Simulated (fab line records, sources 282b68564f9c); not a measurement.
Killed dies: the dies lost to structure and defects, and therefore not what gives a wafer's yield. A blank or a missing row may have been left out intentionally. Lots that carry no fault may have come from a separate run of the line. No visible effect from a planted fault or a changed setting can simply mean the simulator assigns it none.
A lot that was struck, set against a sound lot + flow ritCmos + 14 steps out of a route of 202
Sound: these wafers, L970.4, L970.5, L970.6. Wafers L958.1, L958.5, L958.6 were the ones struck. The cause is named last.
At each step with rows: each side's tool, then ch and its chambers, then its first start. Under that, the readings that differ: sound wafers + struck wafers + difference of the means + sigmas: that difference in standard deviations of wafers without a fault.
alike: same words and numbers on both sides, and readings whose means sit less than 2 such deviations apart. not compared: any withheld reading, any reading some wafer has no value for, any bound like >300 that may hide the same value, and any number with overlapping values for which the record gives no deviation.
A row with sigmas, a row that says differs or no value, or rows on one side alone: a step with any of these is where the two part. Non-overlapping numbers with no deviation appear without sigmas and do not part them. Lack of a reading on every wafer of one side parts them only where that side has two or more wafers.

first, 1 step without rows for these wafers: RIT_GATE_CLEAN_04 (cleans in dHF, time 60 s).
RIT_FOX2_THK_MEAS_91:
  sound on filmMetro-04 at day 6 06:36; struck on filmMetro-04 at day 3 19:10
  alike: FIELD_OXIDE_LEFT_2_THK
then, 2 steps without rows for these wafers: RIT_GATE_OXIDATION_05 (target thk 3 nm, ox time 270 s); RIT_GATE_ANNEAL_06 (time 600 s).
RIT_GATE_THK_MEAS_07:
  sound on filmMetro-02 at day 6 11:02; struck on filmMetro-01 at day 3 23:01
  alike: GATE_OXIDE_THK
then, 1 step without rows for these wafers: RIT_GATE_CVD_08 (deposits poly-Si from SiH4, target thk 250 nm, time 2220 s).
RIT_GATE_THK_MEAS_09:
  sound on filmMetro-01 at day 6 12:43; struck on filmMetro-04 at day 4 00:41
  alike: GATE_POLY_THK
then, 5 steps without rows for these wafers: RIT_GATE_HMDS_10 (prime time 60 s); RIT_GATE_COAT_11 (resist thk 850 nm); RIT_GATE_SOFTBAKE_12 (time 60 s); RIT_GATE_EXPOSE_13 (exposes mask M6, target cd 150 nm); RIT_GATE_PEB_14.
RIT_GATE_DEVELOP_15: develop time 50 s.
  struck on lithoTrack-03, day 4 01:00; sound on lithoTrack-01 ch 0, day 6 13:00
  no value came back on the struck wafers for chillPlateTempC (C), developTimeS (s); on the sound wafers chillPlateTempC (C) reads 23.03 23.04 22.84
RIT_GATE_CD_MEAS_16: target cd 150 nm.
  sound on cdSem-01 at day 6 13:54; struck on cdSem-02 at day 4 01:37
| reading   | sound             | struck | difference                    | sigmas |
|-----------|-------------------|--------|-------------------------------|--------|
| cdNm (nm) | 148.8 148.5 149.1 | - - -  | no value on the struck wafers |        |

== WHERE THEY PART ==
Earliest at RIT_GATE_DEVELOP_15; latest, in this record, at RIT_GATE_CD_MEAS_16.

WHY: the cause the simulator had injected
Step skipped in full: lithoTrack-03, at RIT_GATE_DEVELOP_15, from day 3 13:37 onward. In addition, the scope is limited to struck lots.
